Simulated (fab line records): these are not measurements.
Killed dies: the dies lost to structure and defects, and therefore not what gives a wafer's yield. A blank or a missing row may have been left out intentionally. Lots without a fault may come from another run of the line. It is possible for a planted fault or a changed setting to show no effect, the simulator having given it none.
Split-lot trial | flow rit-cmos | route with 202 steps; 5 lots, 23 wafers read

## SPLIT DETAILS
At RIT_CONTACT_ETCH_11 (etches SiO2 in CHF3/CF4/Ar, stops on TiSi2, target depth 480 nm, time 320 s), the setting time-s was moved away from the recipe's 320 s on 5 of the 23 wafers read, by -5.7% to +10.6%. For the rest of the wafers, this setting stayed at what the recipe calls for.

The split's own step is where the reading is taken.

## THE READING
NOVOLAK_of_CONTACT_COAT_03.thk-nm (the simulator's own value, which no gauge read), in nm, at RIT_CONTACT_ETCH_11 (etches SiO2 in CHF3/CF4/Ar, stops on TiSi2, target depth 480 nm, time 320 s). The file does not state a usual value for it. Average 767.3 nm, standard deviation 3.3 nm, over the 18 wafers here run with the recipe.

wafer  | tool, chamber at the split | time-s as run, s | against the recipe | NOVOLAK_of_CONTACT_COAT_03.thk-nm, nm | against lot-mates on the recipe
L074.2 | rie-diel-04, 0             | 320              | recipe             | 766.1                                 | -
L074.3 | rie-diel-04, 3             | 353.9            | +10.6%             | 752.1                                 | -14.2
L074.4 | rie-diel-04, 1             | 320              | recipe             | 766.6                                 | -
L074.5 | rie-diel-04, 2             | 353.9            | +10.6%             | 751.7                                 | -14.6
L074.6 | rie-diel-04, 3             | 353.9            | +10.6%             | 754.5                                 | -11.9
L079.1 | rie-diel-02, 1             | 320              | recipe             | 766.6                                 | -
L079.2 | rie-diel-02, 3             | 301.6            | -5.7%              | 771.3                                 | +4.3
L079.3 | rie-diel-02, 0             | 320              | recipe             | 767.6                                 | -
L079.4 | rie-diel-02, 2             | 320              | recipe             | 766.7                                 | -
L079.6 | rie-diel-02, 0             | 301.6            | -5.7%              | 774.8                                 | +7.8
L081.1 | rie-diel-04, 0             | 320              | recipe             | 768.5                                 | -
L081.2 | rie-diel-04, 3             | 320              | recipe             | 766.6                                 | -
L081.3 | rie-diel-04, 1             | 320              | recipe             | 765.1                                 | -
L081.4 | rie-diel-04, 0             | 320              | recipe             | 768.8                                 | -
L081.5 | rie-diel-04, 1             | 320              | recipe             | 763.2                                 | -
L082.2 | rie-diel-03, 1             | 320              | recipe             | 760.9                                 | -
L082.3 | rie-diel-03, 0             | 320              | recipe             | 766.4                                 | -
L082.4 | rie-diel-03, 2             | 320              | recipe             | 763.6                                 | -
L084.1 | rie-diel-04, 0             | 320              | recipe             | 770                                   | -
L084.2 | rie-diel-04, 3             | 320              | recipe             | 775.2                                 | -
L084.4 | rie-diel-04, 1             | 320              | recipe             | 769.3                                 | -
L084.5 | rie-diel-04, 0             | 320              | recipe             | 773.3                                 | -
L084.6 | rie-diel-04, 1             | 320              | recipe             | 766.7                                 | -

THE FIT
A straight line over all 23 wafers: NOVOLAK_of_CONTACT_COAT_03.thk-nm changes by -1.3 nm for each +1% of time-s; r = -0.87; the points scatter about the line by 3.2 nm.
The same after taking each lot's own level away (the mean of its wafers on the recipe; 23 wafers): -1.24 nm for each +1%; r = -0.93; scatter 2.1 nm.
According to that fit, moving time-s by its largest amount changes the reading by 13 nm.
The span of the lots' own levels, 763.63 to 770.90 nm, comes to 2.2 times the standard deviation stated above.
Hence the lot-to-lot level has little effect on the slope; both slopes agree.
Check: -12.9 nm against its lot-mates is what the line predicts for one of the wafers moved furthest among these (+10.6%) when that wafer is left out of the fit. It came out at -14.2 nm against them.

## FURTHER SPLITS ON THESE WAFERS
Note: prior to the reading, these wafers also went through further splits. Each is held against what the fit with the lots' levels taken away leaves over:
other split on the same wafers              | wafers away from the commonest value | r with NOVOLAK_of_CONTACT_COAT_03.thk-nm (lot level and that fit taken away)
RIT_SILICIDE_SPUTTER_01 chamber-pressure-pa | 18                                   | -0.03
RIT_CONTACT_CVD_00 time-s                   | 10                                   | -0.05

## FILE'S OWN FIT
NOVOLAK_of_CONTACT_COAT_03.thk-nm changes by -1.23 nm for each +1% of time-s, r = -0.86.
